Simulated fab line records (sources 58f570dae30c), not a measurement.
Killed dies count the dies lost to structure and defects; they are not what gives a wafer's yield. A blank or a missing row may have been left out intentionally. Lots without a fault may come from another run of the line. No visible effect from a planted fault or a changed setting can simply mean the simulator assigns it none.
fab line records | flow berkeleyCmos170
record lots=7 wafers=21 lastDay=10
route steps=331 shown PLDD@156 NLDD@158
lots that met no fault: from a run of the same line without faults
startH: the number of hours between the record's first day and the start of the first shown wafer of the lot | waitH: how many hours have passed since the lot's step before this one | " same as the row above | L1.1+2: a single row standing in for several wafers | - value missing, or start not given | * or withheld: withheld | < > ~ a bound
route shown NAME@n: a module of which the file shows steps, and the number in the route of the first | usual: mean and standard deviation over wafers with no fault | same: alike in all rows | chamber/n: place in a boat | sites: each site's reading | _std_site: standard deviation of those values | _edge_site: outer sites' mean less inner sites' | radiusMm: how far each site lies from the wafer's centre | mask NAME#n: copy n | behind: the most recent tool/chamber to have shaped the wafer | hold: cause of the lot's hold/its duration in hours/its outcome | device: the n, p or np transistor that did not switch | end of line: the route-end tests of the same wafers | step lacking rows: just its recipe | killed: not the wafer's yield, but the dies lost to structure and defects at the first sort | map: dies across one wafer; x = killed, . = not, _ = none there
set.NAME: setting as actually run; set.NAME@STEP: the setting as run at that earlier step | model.NAME: the simulator's own value behind a step, which no gauge read
certain route steps with their lots: each step a table, each wafer a row
services: a tool's chamber out of use, with start hour (startH, from the record's first day; less than 0 if before it), hours out, and reason
## steps
# step UCB170_PLDD_TW_MEAS_11
# usual PLDD_TW=1015/6.9
# columns lot.wafer tool chamber startH waitH PLDD_TW
L654.2 filmMetro-03 - 139.92 0.1 1018
L654.4 " - " " 1018
L654.6 " - " " 1019
L655.1 filmMetro-04 - 149.36 0.1 1019
L655.3 " - " " 1018
L655.5 " - " " 1022
L657.2 filmMetro-03 - 149.64 0.1 1022
L657.3 " - " " 1026
L657.6 " - " " 1024
L660.1 filmMetro-03 - 168.33 0.1 1021
L660.5 " - " " 1016
L660.6 " - " " 1021
L659.1 filmMetro-02 - 168.63 0.1 1015
L659.3 " - " " 1018
L659.6 " - " " 1017
L658.2 filmMetro-03 - 169.07 0.1 1020
L658.3 " - " " 1020
L658.5 " - " " 1024
L666.2 filmMetro-03 - 207.66 0.1 1026
L666.3 " - " " 1020
L666.6 " - " " 1022
# step UCB170_PLDD_CLEAN_12
# recipe chemistry=SPM tempC=120 timeS=600
# step UCB170_NLDD_HMDS_00
# recipe primeTimeS=60 primeTempC=100
# step UCB170_NLDD_COAT_01
# recipe resist=KrF spinRpm=1500 resistThkNm=900
# step UCB170_NLDD_SOFTBAKE_02
# recipe resist=KrF tempC=130 timeS=60
# step UCB170_NLDD_EXPOSE_03
# recipe maskId=NSELECT na=0.5 sigmaOuter=0.6 sourceShape=conventional targetCdNm=1200 doseMj=30
# step UCB170_NLDD_PEB_04
# recipe pebTempC=130 pebTimeS=withheld resist=KrF
# step UCB170_NLDD_DEVELOP_05
# recipe developer=TMAH developTimeS=45 resist=KrF devTempC=21
# step UCB170_NLDD_CD_MEAS_06
# recipe targetCdNm=1200
# usual cdNm=1200.0/1.5
# columns lot.wafer tool chamber startH waitH cdNm
L654.2 cdSem-02 - 142.01 - 1201.5
L654.4 " - " " 1200.3
L654.6 " - " " 1200.3
L655.1 cdSem-01 - 151.07 - 1198.1
L655.3 " - " " 1198.8
L655.5 " - " " 1198.9
L657.2 cdSem-02 - 151.36 - 1200.4
L657.3 " - " " 1200.3
L657.6 " - " " 1199.5
L660.1 cdSem-02 - 169.86 - 1202.1
L660.5 " - " " 1201.8
L660.6 " - " " 1203.0
L659.1 cdSem-01 - 170.15 - 1200.2
L659.3 " - " " 1198.3
L659.6 " - " " 1199.7
L658.2 cdSem-02 - 170.33 - 1199.4
L658.3 " - " " 1201.4
L658.5 " - " " 1200.4
L666.2 cdSem-01 - 210.01 - 1198.0
L666.3 " - " " 1199.5
L666.6 " - " " 1199.1
# step UCB170_NLDD_OVL_MEAS_07
# usual NLDD_OVL=1/6.9
# columns lot.wafer tool chamber startH waitH NLDD_OVL[nm]
L654.2 overlay-01 - 142.12 0.1 -9
L654.4 " - " " -15
L654.6 " - " " -5
L655.1 overlay-02 - 151.19 0.1 -1
L655.3 " - " " 5
L655.5 " - " " -2
L657.2 overlay-01 - 151.47 0.1 -4
L657.3 " - " " -2
L657.6 " - " " -10
L660.1 overlay-01 - 169.98 0.1 11
L660.5 " - " " 18
L660.6 " - " " 10
L659.1 overlay-02 - 170.27 0.1 10
L659.3 " - " " 6
L659.6 " - " " 6
L658.2 overlay-01 - 170.43 0.1 8
L658.3 " - " " 9
L658.5 " - " " 2
L666.2 overlay-01 - 210.12 0.1 -1
L666.3 " - " " -1
L666.6 " - " " 5
# step UCB170_NLDD_IMPLANT_08
# recipe species=As doseCm2=5e+13 energyKev=30 tiltDeg=7 rotationDeg=0
# step UCB170_NLDD_IMPLANT_09
# recipe species=As doseCm2=5e+13 energyKev=30 tiltDeg=7 rotationDeg=180
# step UCB170_NLDD_STRIP_10
# recipe chemistry=O2 powerW=400 pressureMtorr=3500 platenTempC=withheld o2FlowSccm=400 overashFraction=0.5
# usual drypumpMotorCurrentA=5.9/0.45 o2FlowSccm=399.9/1.2 oesProductAu=0.735/0.0047 stripTimeToEndpointS=21.64/0.06
# columns lot.wafer tool chamber startH waitH drypumpMotorCurrentA o2FlowSccm oesProductAu rfHoursCounterH stripTimeToEndpointS
L654.2 plasmaAsher-01 1 142.45 0.1 5.8 398.2 0.743 42 21.65
L654.4 " 0 " " 5.6 400.1 0.740 - 21.73
L654.6 " 1 " " 5.9 400.0 0.732 - 21.65
L655.1 plasmaAsher-01 1 151.52 0.1 5.8 400.3 0.730 43 21.66
L655.3 " 1 " " 5.9 400.2 0.736 - 21.71
L655.5 " 1 " " 5.8 400.7 0.727 - 21.73
L657.2 plasmaAsher-01 0 151.80 0.1 5.5 481.2 0.746 44 21.12
L657.3 " 1 " " 5.8 481.4 0.751 - 21.08
L657.6 " 1 " " 5.9 479.7 0.752 - 21.03
L660.1 plasmaAsher-01 1 170.32 0.1 5.9 479.1 0.749 46 21.02
L660.5 " 1 " " 5.9 479.4 0.751 - 21.01
L660.6 " 0 " " 5.6 479.7 0.754 - 20.99
L659.1 plasmaAsher-01 1 170.60 0.1 5.9 480.1 0.740 46 21.15
L659.3 " 0 " " 5.5 479.5 0.746 - 21.17
L659.6 " 0 " " 5.5 478.3 0.747 - 21.14
L658.2 plasmaAsher-03 1 170.76 0.1 6.0 399.4 0.748 43 21.65
L658.3 " 1 " " 5.9 398.9 0.738 - 21.64
L658.5 " 0 " " 6.7 402.5 0.738 - 21.64
L666.2 plasmaAsher-03 1 210.45 0.1 5.9 397.6 0.741 47 21.63
L666.3 " 1 " " 6.0 398.6 0.740 - 21.58
L666.6 " 1 " " 6.0 398.1 0.729 - 21.59
# step UCB170_NLDD_TW_MEAS_11
# usual NLDD_TW=2231/12
# columns lot.wafer tool chamber startH waitH NLDD_TW
L654.2 filmMetro-04 - 142.56 0.1 2232
L654.4 " - " " 2228
L654.6 " - " " 2257
L655.1 filmMetro-04 - 151.62 0.1 2240
L655.3 " - " " 2232
L655.5 " - " " 2239
L657.2 filmMetro-04 - 151.91 0.1 2219
L657.3 " - " " 2238
L657.6 " - " " 2237
L660.1 filmMetro-03 - 170.42 0.1 2237
L660.5 " - " " 2233
L660.6 " - " " 2224
L659.1 filmMetro-04 - 170.70 0.1 2234
L659.3 " - " " 2228
L659.6 " - " " 2228
L658.2 filmMetro-03 - 170.87 0.1 2228
L658.3 " - " " 2225
L658.5 " - " " 2227
L666.2 filmMetro-04 - 210.56 0.1 2229
L666.3 " - " " 2238
L666.6 " - " " 2225
## services
# columns tool chamber startH hours kind
plasmaAsher-03 - 141.58 3.5 repair
plasmaAsher-01 - 199.44 0.4 repair
## key
firstSign step=UCB170_NLDD_STRIP_10 reading=o2FlowSccm direction=up sigmas=68 usual=399.9 struck=479.8
effect step=UCB170_NLDD_STRIP_10 reading=stripTimeToEndpointS direction=down sigmas=9.4 usual=* struck=*
metAt UCB170_NLDD_STRIP_10
struckWafers L657.2,L657.3,L657.6,L659.1,L659.3,L659.6,L660.1,L660.5,L660.6
sortLeftOut L660.1,L660.5,L660.6
testerLeftOut L657,L659,L660
onsetBetween 151.52 151.80
fault kind=processParameterDrift tool=plasmaAsher-01 chamber=- onsetH=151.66 steps=UCB170_NLDD_STRIP_10 channel=o2FlowSccm offset=80 shape=step endH=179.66 actsIn=theseRecipesOnly stated=400
# testerLeftOut: of these lots the tester's yield and bins aren't shown, on N5 and GAA mostly nor the transistor test; their killed dies are dies lost to structure and defects alone, not to doping, threshold or leakage, so they don't give the yield
# sortLeftOut: the simulated sort isn't trusted on such a fault, so these wafers' sort isn't shown, and their yield isn't known
